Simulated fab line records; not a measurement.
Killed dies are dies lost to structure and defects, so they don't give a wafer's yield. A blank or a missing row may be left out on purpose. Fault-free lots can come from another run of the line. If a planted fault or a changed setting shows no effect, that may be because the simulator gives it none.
One fault through the eyes of 2 desks + flow ritCmos + every desk sees just its own numbers, and what lay behind them comes last

== AT THE METROLOGY DESK ==
What the gauges read, lot by lot, whatever tool the lot ran on: means of the sampled wafers that have a number. Marked OUT: a lot whose mean sits more than 4 standard deviations from the usual mean, which makes it out of limits; the brackets give that distance.
Columns: A = PLDD_TW at RIT_PLDD_TW_MEAS_10, usual 2342; B = PLDD_RS at RIT_SDANNEAL_RS_MEAS_06, usual 178.5 ohm/sq
| lot  | first seen here | A    | B               |
|------|-----------------|------|-----------------|
| L228 | day 3 06:58     | 2360 | 178.5           |
| L229 | day 3 19:59     | 2326 | 178.5           |
| L230 | day 4 08:29     | 2319 | 177.9           |
| L231 | day 4 12:29     | 2381 | 178.2           |
| L232 | day 4 15:04     | 2319 | 178.2           |
| L233 | day 4 20:52     | 2316 | 179.1           |
| L236 | day 5 15:16     | 2377 | 178.7           |
| L238 | day 5 19:59     | 2362 | 179.0           |
| L239 | day 5 22:40     | 2327 | 178.5           |
| L237 | day 5 22:59     | 2326 | 178.3           |
| L242 | day 6 08:35     | 2325 | 179.1           |
| L246 | day 6 23:14     | 2408 | 169.0 (-22) OUT |
| L248 | day 7 06:52     | 2405 | 168.5 (-23) OUT |
| L249 | day 7 09:04     | 2336 | 178.0           |
This desk finds L246, L248 out of limits, with the earliest case on L246 at day 7 07:15 (PLDD_RS at RIT_SDANNEAL_RS_MEAS_06). In limits: L228, L229, L230, L231, L232, L233, L236, L238, L239, L237, L242, L249.

== AT THE TOOL OWNER'S DESK: implanter-02 ==
The tool's own readings at RIT_PLDD_IMPLANT_08: means of the sampled wafers that have a number, for each lot that ran on this tool. Marked OUT: a lot whose mean sits more than 4 standard deviations from the usual mean, which makes it out of limits; the brackets give that distance.
Columns: A = doseIonsCm2 at RIT_PLDD_IMPLANT_08, usual 9.001e+14; B = faradayCurrentUA at RIT_PLDD_IMPLANT_08, usual 2828
| lot  | first seen here | A                           | B               |
|------|-----------------|-----------------------------|-----------------|
| L231 | day 4 12:09     | 9.008e+14                   | 2869            |
| L233 | day 4 20:35     | 9.000e+14                   | 2847            |
| L236 | day 5 14:56     | 9.010e+14                   | 2773            |
| L237 | day 5 22:40     | 8.992e+14                   | 2863            |
| L246 | day 6 22:55     | 1.024e+15 (+99 or more) OUT | 3243 (+7.3) OUT |
| L248 | day 7 06:32     | 1.025e+15 (+99 or more) OUT | 3224 (+6.9) OUT |
This desk's verdict: out of limits on L246, L248, starting with L246 at day 6 22:55 (doseIonsCm2 at RIT_PLDD_IMPLANT_08). In limits: L231, L233, L236, L237.

== PUT TOGETHER ==
On L246, L248, at day 6 22:55, an alarm was possible from the tool owner's desk.
The metrology desk could have raised an alarm at day 7 07:15, on L246, L248.
Of the lots named, all ran RIT_PLDD_IMPLANT_08 on implanter-02.

== WHAT HAD BEEN PUT IN BY THE SIMULATOR ==
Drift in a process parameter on implanter-02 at RIT_PLDD_IMPLANT_08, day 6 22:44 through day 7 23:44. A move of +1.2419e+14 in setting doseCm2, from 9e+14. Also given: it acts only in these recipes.
Lots struck among those shown: L246, L248.
Delay (hours) between the fault's onset and each desk's first out-of-limits reading: 0 at the tool owner's desk, 9 at the metrology desk.
